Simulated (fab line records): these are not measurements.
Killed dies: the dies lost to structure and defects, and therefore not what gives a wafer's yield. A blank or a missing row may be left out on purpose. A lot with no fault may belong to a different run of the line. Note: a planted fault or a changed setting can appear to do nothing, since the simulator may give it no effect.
Split-lot study || flow berkeley cmos170 || on a route of 331 steps: 5 lots, 23 wafers read

SPLIT DETAILS
At UCB170_V2_PEB_10, the setting peb temp c was moved away from the recipe's 130 C on 5 of the 23 wafers read, by -2.3% to +1.2%. All remaining wafers had this setting at the recipe value.

FROM THE SPLIT TO THE READING: what the file shows between them, 4 steps
- UCB170_V2_DEVELOP_11: develop time 45 s
- UCB170_V2_CD_MEAS_12: target cd 700 nm
- UCB170_V2_ETCH_14: etches SiO2 in CHF3/CF4/Ar, stops on Al, target depth 1250 nm, time 291 s
- UCB170_V2_STRIP_15: strips in O2

THE READING
cd nm, in nm, at UCB170_V2_CD_MEAS_90 (target cd 700 nm). Typical for fault-free wafers on this fab line: 699.7 nm, with standard deviation 1.4 nm.

{"wafer": "L074.1", "tool, chamber at the split": "litho track-04, 0", "peb temp c as run, C": 130, "against the recipe": "recipe", "cd nm, nm": 700.0, "against lot-mates on the recipe": "-"}
{"wafer": "L074.2", "tool, chamber at the split": "litho track-04, 0", "peb temp c as run, C": 131.5, "against the recipe": "+1.2%", "cd nm, nm": 708.6, "against lot-mates on the recipe": "+8.1"}
{"wafer": "L074.3", "tool, chamber at the split": "litho track-04, 0", "peb temp c as run, C": 130, "against the recipe": "recipe", "cd nm, nm": 700.6, "against lot-mates on the recipe": "-"}
{"wafer": "L074.4", "tool, chamber at the split": "litho track-04, 0", "peb temp c as run, C": 131.5, "against the recipe": "+1.2%", "cd nm, nm": 709.3, "against lot-mates on the recipe": "+8.8"}
{"wafer": "L074.6", "tool, chamber at the split": "litho track-04, 0", "peb temp c as run, C": 130, "against the recipe": "recipe", "cd nm, nm": 701.0, "against lot-mates on the recipe": "-"}
{"wafer": "L077.1", "tool, chamber at the split": "litho track-01, 0", "peb temp c as run, C": 130, "against the recipe": "recipe", "cd nm, nm": 699.5, "against lot-mates on the recipe": "-"}
{"wafer": "L077.2", "tool, chamber at the split": "litho track-01, 0", "peb temp c as run, C": 130, "against the recipe": "recipe", "cd nm, nm": 700.0, "against lot-mates on the recipe": "-"}
{"wafer": "L077.3", "tool, chamber at the split": "litho track-01, 0", "peb temp c as run, C": 130, "against the recipe": "recipe", "cd nm, nm": 700.8, "against lot-mates on the recipe": "-"}
{"wafer": "L077.5", "tool, chamber at the split": "litho track-01, 0", "peb temp c as run, C": 130, "against the recipe": "recipe", "cd nm, nm": 700.0, "against lot-mates on the recipe": "-"}
{"wafer": "L077.6", "tool, chamber at the split": "litho track-01, 0", "peb temp c as run, C": 130, "against the recipe": "recipe", "cd nm, nm": 699.3, "against lot-mates on the recipe": "-"}
{"wafer": "L076.2", "tool, chamber at the split": "litho track-02, 0", "peb temp c as run, C": 130, "against the recipe": "recipe", "cd nm, nm": 700.2, "against lot-mates on the recipe": "-"}
{"wafer": "L076.3", "tool, chamber at the split": "litho track-02, 0", "peb temp c as run, C": 130, "against the recipe": "recipe", "cd nm, nm": 699.6, "against lot-mates on the recipe": "-"}
{"wafer": "L076.4", "tool, chamber at the split": "litho track-02, 0", "peb temp c as run, C": 130, "against the recipe": "recipe", "cd nm, nm": 699.2, "against lot-mates on the recipe": "-"}
{"wafer": "L076.5", "tool, chamber at the split": "litho track-02, 0", "peb temp c as run, C": 130, "against the recipe": "recipe", "cd nm, nm": 700.4, "against lot-mates on the recipe": "-"}
{"wafer": "L076.6", "tool, chamber at the split": "litho track-02, 0", "peb temp c as run, C": 130, "against the recipe": "recipe", "cd nm, nm": 700.3, "against lot-mates on the recipe": "-"}
{"wafer": "L079.1", "tool, chamber at the split": "litho track-01, 0", "peb temp c as run, C": 130, "against the recipe": "recipe", "cd nm, nm": 701.2, "against lot-mates on the recipe": "-"}
{"wafer": "L079.3", "tool, chamber at the split": "litho track-01, 0", "peb temp c as run, C": 130, "against the recipe": "recipe", "cd nm, nm": 699.2, "against lot-mates on the recipe": "-"}
{"wafer": "L079.6", "tool, chamber at the split": "litho track-01, 0", "peb temp c as run, C": 130, "against the recipe": "recipe", "cd nm, nm": 699.3, "against lot-mates on the recipe": "-"}
{"wafer": "L080.1", "tool, chamber at the split": "litho track-04, 0", "peb temp c as run, C": 127, "against the recipe": "-2.3%", "cd nm, nm": 677.2, "against lot-mates on the recipe": -22.3}
{"wafer": "L080.2", "tool, chamber at the split": "litho track-04, 0", "peb temp c as run, C": 130, "against the recipe": "recipe", "cd nm, nm": 698.9, "against lot-mates on the recipe": "-"}
{"wafer": "L080.3", "tool, chamber at the split": "litho track-04, 0", "peb temp c as run, C": 127, "against the recipe": "-2.3%", "cd nm, nm": 677.2, "against lot-mates on the recipe": -22.3}
{"wafer": "L080.4", "tool, chamber at the split": "litho track-04, 0", "peb temp c as run, C": 127, "against the recipe": "-2.3%", "cd nm, nm": 676.2, "against lot-mates on the recipe": -23.3}
{"wafer": "L080.5", "tool, chamber at the split": "litho track-04, 0", "peb temp c as run, C": 130, "against the recipe": "recipe", "cd nm, nm": 700.2, "against lot-mates on the recipe": "-"}

THE FIT
A straight line over all 23 wafers: cd nm changes by +9.62 nm for each +1% of peb temp c; r = +0.99; the points scatter about the line by 0.93 nm.
The same after taking each lot's own level away (the mean of its wafers on the recipe; 23 wafers): +9.38 nm for each +1%; r = +0.99; scatter 0.96 nm.
Per that fit: largest peb temp c move, reading shift of 22 nm.
Across the lots, their own levels run from 699.55 to 700.53 nm, a range of 0.7 times the standard deviation given above.
The two slopes are in agreement: the lot-to-lot level therefore moves the slope only a little.
Check: with one of the wafers moved furthest among these (-2.3%) left out of the fit, the line predicts -21.8 nm for it against its lot-mates. It came out at -22.3 nm against them.

OTHER SPLITS ON THESE WAFERS
Before the reading, these wafers also passed through other splits. Each is held against what the fit with the lots' levels taken away leaves over:
{"other split on the same wafers": "UCB170_V1_EXPOSE_09 dose mj", "wafers away from the commonest value": 6, "r with cd nm (lot level and that fit taken away)": "+0.36"}
{"other split on the same wafers": "UCB170_M2_SPUTTER_01 power w", "wafers away from the commonest value": 12, "r with cd nm (lot level and that fit taken away)": "+0.10"}

THE WHOLE CHAIN: every reading that the file lists as answering this split, in the file's order
{"step": "UCB170_V2_CD_MEAS_12", "what it does": "target cd 700 nm", "reading": "cd nm", "change (the file's fit)": "+9.17 nm for each +1% of the setting", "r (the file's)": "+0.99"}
{"step": "UCB170_V2_ETCH_14", "what it does": "etches SiO2 in CHF3/CF4/Ar, stops on Al, target depth 1250 nm, time 291 s", "reading": "V2.cd nm (the simulator's own value, which no gauge read)", "change (the file's fit)": "+9.28 nm for each +1% of the setting", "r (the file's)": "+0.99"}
{"step": "UCB170_V2_CD_MEAS_90", "what it does": "target cd 700 nm", "reading": "cd nm", "change (the file's fit)": "+9.31 nm for each +1% of the setting", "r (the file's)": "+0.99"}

FILE'S OWN FIT
cd nm changes by +9.31 nm for each +1% of peb temp c, r = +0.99.
